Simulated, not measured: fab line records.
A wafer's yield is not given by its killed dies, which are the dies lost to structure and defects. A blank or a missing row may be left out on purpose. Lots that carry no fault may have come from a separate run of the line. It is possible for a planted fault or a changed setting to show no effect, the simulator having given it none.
Split-lot experiment :: flow berkeley cmos170 :: 5 lots, 23 wafers read, on a route of 331 steps

THE SPLIT ITSELF
At UCB170_FIELD_OXIDATION_01 (target thk 558.3 nm, ox time 7200 s), the setting ox time s was moved away from the recipe's 7200 s on 15 of the 23 wafers read, by -9.9% to +8.5%. The other wafers ran this setting at the recipe's value.

The reading is taken at the split's own step.

THE READING
SiO2_of_FIELD_OXIDATION_01.thk nm (the simulator's own value, which no gauge read), in nm, at UCB170_FIELD_OXIDATION_01 (target thk 558.3 nm, ox time 7200 s). The file does not state a usual value for it. Across the 8 wafers here that went through the recipe, the average is 561.8 nm and the standard deviation 13 nm.

wafer: L074.2
tool, chamber at the split: -, -
ox time s as run, s: 7736
against the recipe: +7.4%
SiO2_of_FIELD_OXIDATION_01.thk nm, nm: 553
against lot-mates on the recipe: no lot-mate on the recipe

wafer: L074.3
tool, chamber at the split: -, -
ox time s as run, s: 7736
against the recipe: +7.4%
SiO2_of_FIELD_OXIDATION_01.thk nm, nm: 564.7
against lot-mates on the recipe: no lot-mate on the recipe

wafer: L074.4
tool, chamber at the split: -, -
ox time s as run, s: 7736
against the recipe: +7.4%
SiO2_of_FIELD_OXIDATION_01.thk nm, nm: 547
against lot-mates on the recipe: no lot-mate on the recipe

wafer: L074.5
tool, chamber at the split: -, -
ox time s as run, s: 7736
against the recipe: +7.4%
SiO2_of_FIELD_OXIDATION_01.thk nm, nm: 563.7
against lot-mates on the recipe: no lot-mate on the recipe

wafer: L074.6
tool, chamber at the split: -, -
ox time s as run, s: 7736
against the recipe: +7.4%
SiO2_of_FIELD_OXIDATION_01.thk nm, nm: 565.3
against lot-mates on the recipe: no lot-mate on the recipe

wafer: L076.1
tool, chamber at the split: -, -
ox time s as run, s: 7814
against the recipe: +8.5%
SiO2_of_FIELD_OXIDATION_01.thk nm, nm: 581.4
against lot-mates on the recipe: no lot-mate on the recipe

wafer: L076.2
tool, chamber at the split: -, -
ox time s as run, s: 7814
against the recipe: +8.5%
SiO2_of_FIELD_OXIDATION_01.thk nm, nm: 579.4
against lot-mates on the recipe: no lot-mate on the recipe

wafer: L076.3
tool, chamber at the split: -, -
ox time s as run, s: 7814
against the recipe: +8.5%
SiO2_of_FIELD_OXIDATION_01.thk nm, nm: 583.2
against lot-mates on the recipe: no lot-mate on the recipe

wafer: L076.4
tool, chamber at the split: -, -
ox time s as run, s: 7814
against the recipe: +8.5%
SiO2_of_FIELD_OXIDATION_01.thk nm, nm: 585.5
against lot-mates on the recipe: no lot-mate on the recipe

wafer: L076.5
tool, chamber at the split: -, -
ox time s as run, s: 7814
against the recipe: +8.5%
SiO2_of_FIELD_OXIDATION_01.thk nm, nm: 575.7
against lot-mates on the recipe: no lot-mate on the recipe

wafer: L078.1
tool, chamber at the split: -, -
ox time s as run, s: 6488
against the recipe: -9.9%
SiO2_of_FIELD_OXIDATION_01.thk nm, nm: 503.3
against lot-mates on the recipe: no lot-mate on the recipe

wafer: L078.3
tool, chamber at the split: -, -
ox time s as run, s: 6488
against the recipe: -9.9%
SiO2_of_FIELD_OXIDATION_01.thk nm, nm: 507.9
against lot-mates on the recipe: no lot-mate on the recipe

wafer: L078.4
tool, chamber at the split: -, -
ox time s as run, s: 6488
against the recipe: -9.9%
SiO2_of_FIELD_OXIDATION_01.thk nm, nm: 511.6
against lot-mates on the recipe: no lot-mate on the recipe

wafer: L078.5
tool, chamber at the split: -, -
ox time s as run, s: 6488
against the recipe: -9.9%
SiO2_of_FIELD_OXIDATION_01.thk nm, nm: 509.4
against lot-mates on the recipe: no lot-mate on the recipe

wafer: L078.6
tool, chamber at the split: -, -
ox time s as run, s: 6488
against the recipe: -9.9%
SiO2_of_FIELD_OXIDATION_01.thk nm, nm: 506.2
against lot-mates on the recipe: no lot-mate on the recipe

wafer: L079.3
tool, chamber at the split: furnace-02, 0
ox time s as run, s: 7200
against the recipe: recipe
SiO2_of_FIELD_OXIDATION_01.thk nm, nm: 545.2
against lot-mates on the recipe: -

wafer: L079.4
tool, chamber at the split: furnace-02, 0
ox time s as run, s: 7200
against the recipe: recipe
SiO2_of_FIELD_OXIDATION_01.thk nm, nm: 545.8
against lot-mates on the recipe: -

wafer: L079.6
tool, chamber at the split: furnace-02, 0
ox time s as run, s: 7200
against the recipe: recipe
SiO2_of_FIELD_OXIDATION_01.thk nm, nm: 545.9
against lot-mates on the recipe: -

wafer: L084.2
tool, chamber at the split: -, -
ox time s as run, s: 7200
against the recipe: recipe
SiO2_of_FIELD_OXIDATION_01.thk nm, nm: 568.9
against lot-mates on the recipe: -

wafer: L084.3
tool, chamber at the split: -, -
ox time s as run, s: 7200
against the recipe: recipe
SiO2_of_FIELD_OXIDATION_01.thk nm, nm: 574.5
against lot-mates on the recipe: -

wafer: L084.4
tool, chamber at the split: -, -
ox time s as run, s: 7200
against the recipe: recipe
SiO2_of_FIELD_OXIDATION_01.thk nm, nm: 568.8
against lot-mates on the recipe: -

wafer: L084.5
tool, chamber at the split: -, -
ox time s as run, s: 7200
against the recipe: recipe
SiO2_of_FIELD_OXIDATION_01.thk nm, nm: 575
against lot-mates on the recipe: -

wafer: L084.6
tool, chamber at the split: -, -
ox time s as run, s: 7200
against the recipe: recipe
SiO2_of_FIELD_OXIDATION_01.thk nm, nm: 570.3
against lot-mates on the recipe: -

FIT RESULTS
A straight line over all 23 wafers: SiO2_of_FIELD_OXIDATION_01.thk nm changes by +3.33 nm for each +1% of ox time s; r = +0.85; the points scatter about the line by 15 nm.
Too few moved wafers with a lot-mate on the recipe to fit a line net of each lot's own level.

FILE'S OWN FIT
SiO2_of_FIELD_OXIDATION_01.thk nm changes by +3.33 nm for each +1% of ox time s, r = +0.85.
